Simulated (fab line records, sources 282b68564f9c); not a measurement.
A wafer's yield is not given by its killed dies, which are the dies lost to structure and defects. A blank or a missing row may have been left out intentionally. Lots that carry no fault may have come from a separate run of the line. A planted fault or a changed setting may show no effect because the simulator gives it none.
Problem report in the 8D (eight disciplines) form, filled by code + flow rit cmos + the parts of the form that need people (team, actions taken, sign-off) are left out

## 1. WHAT IS WRONG
heater power total W at RIT_GATE_SOFTBAKE_12 reads a mean of 35.07 W on 6 wafers of 2 lots; wafers without a fault read 34.56 W with a standard deviation of 0.052. Relative to the usual mean, that is a shift of +9.8 standard deviations.
The step: time 60 s.
First seen on wafer L607.2, day 4 20:52, on litho track-01. The record has a number at this step for 42 wafers belonging to 14 lots. By rule, "out" or "out of limits" means more than 4 standard deviations away from the usual mean. The other wafers with a number count as sound.

## 2. WHAT IT IS; WHAT IT IS NOT
| question                    | is                                 | is not                                                                                             |
|-----------------------------|------------------------------------|----------------------------------------------------------------------------------------------------|
| which readings at this step | heater power total W, plate temp C | -                                                                                                  |
| which lots                  | L607, L609                         | L596, L597, L598, L599, L600, L603, L610, L611, L612, L616, L618, L619                             |
| which wafers of those lots  | all that have a number             | -                                                                                                  |
| read on which tools         | litho track-01                     | litho track-02, litho track-03                                                                     |
| when                        | from day 4 20:52                   | up to then (18 sound wafers); but 18 sound wafers of L610, L611, L612, L616, L618, L619 came after |

## 3. THE SUSPECTS, EACH WITH WHAT RULES IT OUT
Counting: any tool at a process step up to the reading is kept as a suspect provided that every lot that is out went through it and no sound lot did after the first of them.
- litho track-01 at RIT_GATE_SOFTBAKE_12 (time 60 s): kept. It processed each lot that is out, first L607 at day 4 20:52, and no sound lot thereafter; up to then, the last sound lot it processed was L600 at day 3 10:16. Its own readings are out on those wafers: heater power total W, plate temp C.
Remaining after the count: litho track-01 at RIT_GATE_SOFTBAKE_12.

## 4. THE CAUSE (what the simulator had put in)
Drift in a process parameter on litho track-01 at RIT_GATE_SOFTBAKE_12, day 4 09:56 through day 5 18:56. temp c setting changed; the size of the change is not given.
Counting left only this tool.

## 5. THE EFFECT CHAIN, in route order
Each row: a reading where the mean over the struck wafers with a number is more than 3 standard deviations away from the usual. Scope: only readings with a usual standard deviation given in the record; hours: median across lots of the time from each lot's start at the first step in this table that gives one to its start at this step; sigmas: change in usual standard deviations.
| hours | step                 | reading              | usual   | on struck wafers | change | sigmas |
|-------|----------------------|----------------------|---------|------------------|--------|--------|
| 0     | RIT_GATE_SOFTBAKE_12 | heater power total W | 34.56 W | 35.07            | +0.51  | +9.8   |
| 0     | RIT_GATE_SOFTBAKE_12 | plate temp C         | 89.97 C | 90.84            | +0.87  | +6.7   |
Its process steps:
- RIT_GATE_SOFTBAKE_12: time 60 s.

## 6. WHAT WOULD HAVE CAUGHT IT SOONER
11 hours passed between the start of the fault at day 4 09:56 and the first reading out of limits in this record, taken at day 4 20:52.
